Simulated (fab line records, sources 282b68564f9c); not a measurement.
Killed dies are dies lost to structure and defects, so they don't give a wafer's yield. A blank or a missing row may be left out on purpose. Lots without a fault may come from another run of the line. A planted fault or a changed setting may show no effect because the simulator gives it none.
A struck lot beside a sound one | flow rit_cmos | 19 steps out of a route of 202
Sound: wafers L743.2, L743.3, L743.6. Struck: wafers L753.1, L753.2, L753.3. The cause comes at the end.
At each step with rows: each side's tool, then ch and its chambers, then its first start. Under that, the readings that differ: sound wafers | struck wafers | difference of the means | sigmas: that difference in standard deviations of wafers without a fault.
alike: readings whose means differ by less than 2 such deviations, and words and numbers that are the same on both sides. not compared: withheld readings, readings that some wafer has no value for, bounds like >300 that may hide the same value, and numbers for which the record gives no deviation and whose values overlap.
The two part at a step that has a row with sigmas, a row that says differs or no value, or rows on one side only. Numbers that don't overlap but have no deviation are shown without sigmas and don't part them. A reading that every wafer of one side lacks parts them only if that side has two wafers or more.

first, 1 step without rows for these wafers: RIT_SILICIDE_WET_ETCH_00 (etches SiO2 in BOE, target depth 14 nm, time 15 s).
RIT_SILICIDE_SPUTTER_01: material Ti, target thk 30 nm, time 240 s.
  sound on pvd_sputter-02, day 3 17:34; struck on pvd_sputter-02, day 6 00:14
  alike: throttle_valve_pct
RIT_SILICIDE_RS_MEAS_02: measures by four-point-probe.
  sound on film_metro-01, day 3 17:44; struck on film_metro-03, day 6 00:23
  alike: SILICIDE_TI_RS
RIT_SILICIDE_THK_MEAS_03: measures by xrf.
  sound on film_metro-01, day 3 17:50; struck on film_metro-03, day 6 00:31
  alike: SILICIDE_TI_THK
RIT_SILICIDE_RTA_04: time 10 s, ramp up 5 s, ramp down 5 s.
  sound on rtp_anneal-02 ch 0, day 3 17:54; struck on rtp_anneal-01 ch 0, day 6 00:34
  reading          | sound             | struck            | difference | sigmas
  wafer_temp_C_max | 657.3 655.3 656.7 | 652.2 651.9 652.1 | -4.4       | -2
then, 1 step without rows for these wafers: RIT_SILICIDE_WET_ETCH_05 (etches Ti in SPM, time 120 s).
RIT_SILICIDE_RTA_06: time 10 s, ramp up 5 s, ramp down 10 s.
  sound on rtp_anneal-01 ch 0, day 3 18:01; struck on rtp_anneal-02 ch 0, day 6 00:41
  reading          | sound             | struck            | difference | sigmas
  wafer_temp_C_max | 752.4 751.7 752.7 | 755.4 756.0 759.1 | +4.6       | +2
RIT_CONTACT_CVD_00: deposits SiO2 from TEOS, target thk 400 nm, time 61 s.
  sound on pecvd-02 ch 0,1, day 3 18:04; struck on pecvd-03 ch 0,1,2, day 6 00:44
  reading            | sound       | struck      | difference | sigmas
  heater_power_w (W) | 418 320 422 | 218 292 289 | -120       | -2
  alike: rf_fwd_power_W
RIT_CONTACT_THK_MEAS_01:
  sound on film_metro-04, day 3 18:07; struck on film_metro-04, day 6 00:47
  alike: CONTACT_TEOS_THK
then, 3 steps without rows for these wafers: RIT_CONTACT_HMDS_02 (prime time 60 s); RIT_CONTACT_COAT_03 (resist thk 1000 nm); RIT_CONTACT_SOFTBAKE_04 (time 60 s).
RIT_CONTACT_EXPOSE_05: exposes mask M11, target cd 1000 nm.
  sound on iline_stepper-01 ch 0, day 3 18:46; struck on iline_stepper-01 ch 0, day 6 01:26
  reading                         | sound                   | struck            | difference | sigmas
  model.CONTACT.overlay_x_nm (nm) | 0.03074 0.03074 0.03074 | 129.4 129.4 129.4 | +129.4     |
  alike: mask, focus_offset_nm, reticle_temp_C
then, 2 steps without rows for these wafers: RIT_CONTACT_PEB_06; RIT_CONTACT_DEVELOP_07 (develop time 120 s).
RIT_CONTACT_CD_MEAS_08: target cd 1000 nm.
  sound on cd_sem-01, day 3 19:17; struck on cd_sem-01, day 6 01:57
  reading    | sound             | struck              | difference | sigmas
  cd_nm (nm) | 997.8 994.4 993.9 | 999.0 1003.0 1003.8 | +6.6       | +3
RIT_CONTACT_OVL_MEAS_09:
  sound on overlay-02, day 3 19:23; struck on overlay-02, day 6 02:04
  reading          | sound        | struck            | difference | sigmas
  CONTACT_OVL (nm) | 1.0 -0.8 1.5 | 130.3 128.9 130.1 | +129.2     | +86
then, 1 step without rows for these wafers: RIT_CONTACT_HARDBAKE_10 (time 60 s).
RIT_M1_PROBE_99:
  sound on prober-01, day 4 01:37; struck on prober-02, day 6 07:12
  reading                                    | sound             | struck          | difference | sigmas
  model.etest.contact_to_gate.bv_left_v (V)  | 91.62 94.74 93.03 | 154 157.7 154.6 | +62        |
  model.etest.contact_to_gate.bv_right_v (V) | 92.32 92.17 91.83 | 28 28.29 27.64  | -64        |
  alike: killed_at_contacts, killed_at_front_end, killed_dies, killed_open, killed_short

WHERE THEY PART
First at RIT_SILICIDE_RTA_04; last, within this record, at RIT_CONTACT_OVL_MEAS_09. Later steps at which nothing parts them and some readings are alike: RIT_M1_PROBE_99.

WHY: what the simulator had put in
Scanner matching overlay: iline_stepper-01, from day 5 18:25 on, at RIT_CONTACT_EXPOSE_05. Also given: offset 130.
